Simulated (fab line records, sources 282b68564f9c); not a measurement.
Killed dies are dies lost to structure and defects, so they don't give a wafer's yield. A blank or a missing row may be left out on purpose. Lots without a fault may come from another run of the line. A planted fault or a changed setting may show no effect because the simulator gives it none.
Problem report in the 8D (eight disciplines) form, filled by code | flow rit_cmos | the parts of the form that need people (team, actions taken, sign-off) are left out

1. THE PROBLEM
FOX1_OXIDE_THK at RIT_FOX1_THK_MEAS_01 reads a mean of 273 nm on 6 wafers of 2 lots; wafers without a fault read 354 nm with a standard deviation of 7. That is -12 standard deviations from the usual mean.
First seen on wafer L889.1, day 4 21:04, on film_metro-01. The record holds 42 wafers of 14 lots with a number at this step. Rule for "out", or "out of limits": more than 4 standard deviations from the usual mean. The other wafers with a number count as sound.

2. WHAT IT IS AND WHAT IT IS NOT
question                    | is                     | is not
which readings at this step | FOX1_OXIDE_THK         | -
which lots                  | L889, L890             | L874, L876, L877, L878, L879, L880, L882, L884, L891, L893, L896, L897
which wafers of those lots  | all that have a number | -
read on which gauges        | film_metro-01          | film_metro-02, film_metro-03
when                        | from day 4 21:04       | up to then (24 sound wafers); but 12 sound wafers of L891, L893, L896, L897 came after

3. SUSPECTS, AND WHAT RULES EACH OUT
Counting: a tool at a process step up to the reading stays a suspect if it ran every lot that is out and no sound lot after the first of them.
- the gauge at RIT_FOX1_THK_MEAS_01: ruled out. All the wafers that are out were read on film_metro-01, but those of them that RIT_FOX1_OXIDATION_00 has rows for are out there too, on other tools.
- furnace-03 at RIT_FOX1_OXIDATION_00 (target thk 350.7 nm, ox time 1130 s): kept. It ran every lot that is out, first L889 (day 4 19:45), and no sound lot after that; its last sound lot up to then is L882 (day 3 09:39). Its own readings are out on those wafers: spike_tc_centre_C, spike_tc_load_C, spike_tc_source_C, tube_center_temp_C, tube_center_temp_C_max.
Left after counting: furnace-03 at RIT_FOX1_OXIDATION_00.

4. THE CAUSE (what the simulator had put in)
Process parameter drift: furnace-03, from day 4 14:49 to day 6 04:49, at RIT_FOX1_OXIDATION_00. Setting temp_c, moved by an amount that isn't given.
Counting left only this tool.

5. THE CHAIN OF EFFECTS, in route order
Each row: a reading whose mean over the struck wafers that have a number lies more than 3 standard deviations from the usual. Only readings for which the record gives a usual standard deviation are gone through. hours: the time from each lot's start at the first step in this table that gives one to its start at this step, as a median over the lots. sigmas: the change in usual standard deviations.
hours | step                  | reading                | usual    | on struck wafers | change | sigmas
0     | RIT_FOX1_OXIDATION_00 | spike_tc_centre_C      | 1102.3 C | 1061.5           | -40.8  | -37
0     | RIT_FOX1_OXIDATION_00 | spike_tc_load_C        | 1124.4 C | 1082.2           | -42.2  | -23
0     | RIT_FOX1_OXIDATION_00 | spike_tc_source_C      | 1123 C   | 1085             | -38    | -12
0     | RIT_FOX1_OXIDATION_00 | tube_center_temp_C     | 1100 C   | 1060             | -40    | -99 or more
0     | RIT_FOX1_OXIDATION_00 | tube_center_temp_C_max | 1102.9   | 1063.0           | -39.9  | -78
0     | RIT_FOX1_OXIDATION_00 | zone_power_source_pct  | 42.5 %   | 37.4             | -5.1   | -3.4
1     | RIT_FOX1_THK_MEAS_01  | FOX1_OXIDE_THK         | 354 nm   | 273              | -81    | -12
The process steps in it:
- RIT_FOX1_OXIDATION_00: target thk 350.7 nm, ox time 1130 s.
Later measuring or inspecting steps at which every struck wafer that the step has a row for has a number for every such reading, and none has moved that far: RIT_PRETRO_OVL_MEAS_06.

6. WHAT WOULD HAVE CAUGHT IT SOONER
In this record the first reading out of limits at a measuring or inspecting step was taken at day 4 21:04, 6 hours after the fault began at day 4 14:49.
The tool's own readings at RIT_FOX1_OXIDATION_00 were out on every struck wafer that the step has a row for (spike_tc_centre_C, spike_tc_load_C, spike_tc_source_C, tube_center_temp_C, tube_center_temp_C_max): an alarm limit on them would have fired on the first of those.
Of the lots that are out (2), L890 began RIT_FOX1_OXIDATION_00 on furnace-03 after day 4 21:04. A hold on the tool at that time would have spared it.
